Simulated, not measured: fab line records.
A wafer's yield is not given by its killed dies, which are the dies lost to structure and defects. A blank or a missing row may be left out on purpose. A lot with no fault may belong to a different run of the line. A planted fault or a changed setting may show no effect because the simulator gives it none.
The tool behind it: which one? || flow berkeley-cmos170 || 15 lots, 45 wafers sampled, at 3 steps of a route of 331

== WHAT THE GAUGES SHOWED, per wafer ==
UCB170_SDANNEAL_RS_MEAS_02: measurement is done with a four-point probe. Usual: PSD_RS typically reads 75.63 ohm/sq, with standard deviation 0.27.
{"lot": "L855", "measured": "day 8 00:38", "on": "film-metro-04", "PSD_RS (ohm/sq)": "75.13 75.40 75.25", "flag": ""}
{"lot": "L856", "measured": "day 8 18:17", "on": "film-metro-02", "PSD_RS (ohm/sq)": "75.71 75.63 75.71", "flag": ""}
{"lot": "L858", "measured": "day 8 18:51", "on": "film-metro-04", "PSD_RS (ohm/sq)": "75.32 74.99 75.34", "flag": ""}
{"lot": "L863", "measured": "day 9 23:44", "on": "film-metro-04", "PSD_RS (ohm/sq)": "75.77 75.63 75.91", "flag": ""}
{"lot": "L862", "measured": "day 10 00:04", "on": "film-metro-01", "PSD_RS (ohm/sq)": "75.52 75.22 75.34", "flag": ""}
{"lot": "L860", "measured": "day 10 00:13", "on": "film-metro-02", "PSD_RS (ohm/sq)": "75.94 75.95 76.13", "flag": ""}
{"lot": "L865", "measured": "day 10 10:46", "on": "film-metro-04", "PSD_RS (ohm/sq)": "75.45 75.85 75.38", "flag": ""}
{"lot": "L869", "measured": "day 11 11:45", "on": "film-metro-02", "PSD_RS (ohm/sq)": "76.28 76.17 75.68", "flag": ""}
{"lot": "L870", "measured": "day 12 03:02", "on": "film-metro-02", "PSD_RS (ohm/sq)": "75.31 75.31 75.51", "flag": ""}
{"lot": "L873", "measured": "day 12 11:26", "on": "film-metro-01", "PSD_RS (ohm/sq)": "75.45 75.55 75.36", "flag": ""}
{"lot": "L872", "measured": "day 12 11:53", "on": "film-metro-01", "PSD_RS (ohm/sq)": "75.45 75.86 75.63", "flag": ""}
{"lot": "L871", "measured": "day 12 12:09", "on": "film-metro-04", "PSD_RS (ohm/sq)": "75.94 75.88 75.98", "flag": ""}
{"lot": "L876", "measured": "day 12 23:26", "on": "film-metro-02", "PSD_RS (ohm/sq)": "75.49 75.34 75.25", "flag": ""}
{"lot": "L874", "measured": "day 13 00:00", "on": "film-metro-02", "PSD_RS (ohm/sq)": "75.60 76.00 75.67", "flag": ""}
{"lot": "L877", "measured": "day 13 06:54", "on": "film-metro-02", "PSD_RS (ohm/sq)": "75.77 75.90 75.64", "flag": ""}

UCB170_CONTACT_THK_MEAS_02. Usual: CONTACT_PSG_THK typically reads 696 nm, with standard deviation 5.2.
{"lot": "L855", "measured": "day 8 03:26", "on": "film-metro-02", "CONTACT_PSG_THK (nm)": "684 689 696", "flag": ""}
{"lot": "L856", "measured": "day 8 21:05", "on": "film-metro-04", "CONTACT_PSG_THK (nm)": "695 696 698", "flag": ""}
{"lot": "L858", "measured": "day 8 22:52", "on": "film-metro-03", "CONTACT_PSG_THK (nm)": "698 696 697", "flag": ""}
{"lot": "L863", "measured": "day 10 02:41", "on": "film-metro-03", "CONTACT_PSG_THK (nm)": "693 700 701", "flag": ""}
{"lot": "L862", "measured": "day 10 04:20", "on": "film-metro-02", "CONTACT_PSG_THK (nm)": "697 698 689", "flag": ""}
{"lot": "L860", "measured": "day 10 04:19", "on": "film-metro-03", "CONTACT_PSG_THK (nm)": "702 706 701", "flag": ""}
{"lot": "L865", "measured": "day 10 14:25", "on": "film-metro-02", "CONTACT_PSG_THK (nm)": "685 690 691", "flag": ""}
{"lot": "L869", "measured": "day 11 16:01", "on": "film-metro-03", "CONTACT_PSG_THK (nm)": "697 696 696", "flag": ""}
{"lot": "L870", "measured": "day 12 05:54", "on": "film-metro-04", "CONTACT_PSG_THK (nm)": "705 696 695", "flag": ""}
{"lot": "L873", "measured": "day 12 14:13", "on": "film-metro-04", "CONTACT_PSG_THK (nm)": "692 699 695", "flag": ""}
{"lot": "L872", "measured": "day 12 15:59", "on": "film-metro-03", "CONTACT_PSG_THK (nm)": "690 688 693", "flag": ""}
{"lot": "L871", "measured": "day 12 16:00", "on": "film-metro-04", "CONTACT_PSG_THK (nm)": "701 701 703", "flag": ""}
{"lot": "L876", "measured": "day 13 03:25", "on": "film-metro-04", "CONTACT_PSG_THK (nm)": "708 698 701", "flag": ""}
{"lot": "L874", "measured": "day 13 03:25", "on": "film-metro-02", "CONTACT_PSG_THK (nm)": "706 699 698", "flag": ""}
{"lot": "L877", "measured": "day 13 10:49", "on": "film-metro-03", "CONTACT_PSG_THK (nm)": "698 695 696", "flag": ""}

UCB170_M1_OVL_MEAS_10. Usual: M1_OVL typically reads -1 nm, with standard deviation 6.1.
{"lot": "L855", "measured": "day 8 07:25", "on": "overlay-02", "M1_OVL (nm)": "-7 -14 -6", "flag": ""}
{"lot": "L856", "measured": "day 9 01:21", "on": "overlay-01", "M1_OVL (nm)": "5 6 -2", "flag": ""}
{"lot": "L858", "measured": "day 9 03:16", "on": "overlay-02", "M1_OVL (nm)": "0 5 4", "flag": ""}
{"lot": "L863", "measured": "day 10 07:07", "on": "overlay-02", "M1_OVL (nm)": "-8 -13 -10", "flag": ""}
{"lot": "L862", "measured": "day 10 09:29", "on": "overlay-01", "M1_OVL (nm)": "2 -2 7", "flag": ""}
{"lot": "L860", "measured": "day 10 08:23", "on": "overlay-02", "M1_OVL (nm)": "-3 4 -6", "flag": ""}
{"lot": "L865", "measured": "day 10 18:44", "on": "overlay-01", "M1_OVL (nm)": "3 2 1", "flag": ""}
{"lot": "L869", "measured": "day 11 21:27", "on": "overlay-02", "M1_OVL (nm)": "-12 -7 -6", "flag": ""}
{"lot": "L870", "measured": "day 12 10:38", "on": "overlay-02", "M1_OVL (nm)": "13 2 12", "flag": ""}
{"lot": "L873", "measured": "day 12 18:36", "on": "overlay-02", "M1_OVL (nm)": "-5 -12 -8", "flag": ""}
{"lot": "L872", "measured": "day 12 20:30", "on": "overlay-02", "M1_OVL (nm)": "4 -6 -3", "flag": ""}
{"lot": "L871", "measured": "day 12 19:59", "on": "overlay-01", "M1_OVL (nm)": "-7 -5 -8", "flag": ""}
{"lot": "L876", "measured": "day 13 07:34", "on": "overlay-02", "M1_OVL (nm)": "-9 -3 -4", "flag": ""}
{"lot": "L874", "measured": "day 13 07:52", "on": "overlay-01", "M1_OVL (nm)": "-1 9 14", "flag": ""}
{"lot": "L877", "measured": "day 13 15:34", "on": "overlay-02", "M1_OVL (nm)": "5 -11 -5", "flag": ""}

== WHAT TOOL EACH LOT RAN ON (gives the tool, then ch and the chambers of the sampled wafers, and finally the start) ==
There is no process step in the record ahead of these readings.

== WHAT THE TOOLS THEMSELVES READ (means of the sampled wafers that have a number; where no wafer has one, the mark that the record gives instead) ==
The record holds no such reading with a usual standard deviation.

== THE ANSWER, worked out from the rows above alone ==
Rule: lot off if the mean of its wafers having a number is beyond 3 standard deviations from the usual mean. A lot without any number at a reading at which 4 lots or more have one is off too. Where the step has rows for the other lots, those lots are counted as sound. After the gauges, taken in route order, come the tools' own readings; for these a lot's mean is taken, as printed above. The first step at which some lot is off is used, and at that step the reading that is off furthest; a lot without a number counts as furthest.
No lot is off on any of the readings shown, so nothing can be concluded from this.

== WHAT THE SIMULATOR PUT IN ==
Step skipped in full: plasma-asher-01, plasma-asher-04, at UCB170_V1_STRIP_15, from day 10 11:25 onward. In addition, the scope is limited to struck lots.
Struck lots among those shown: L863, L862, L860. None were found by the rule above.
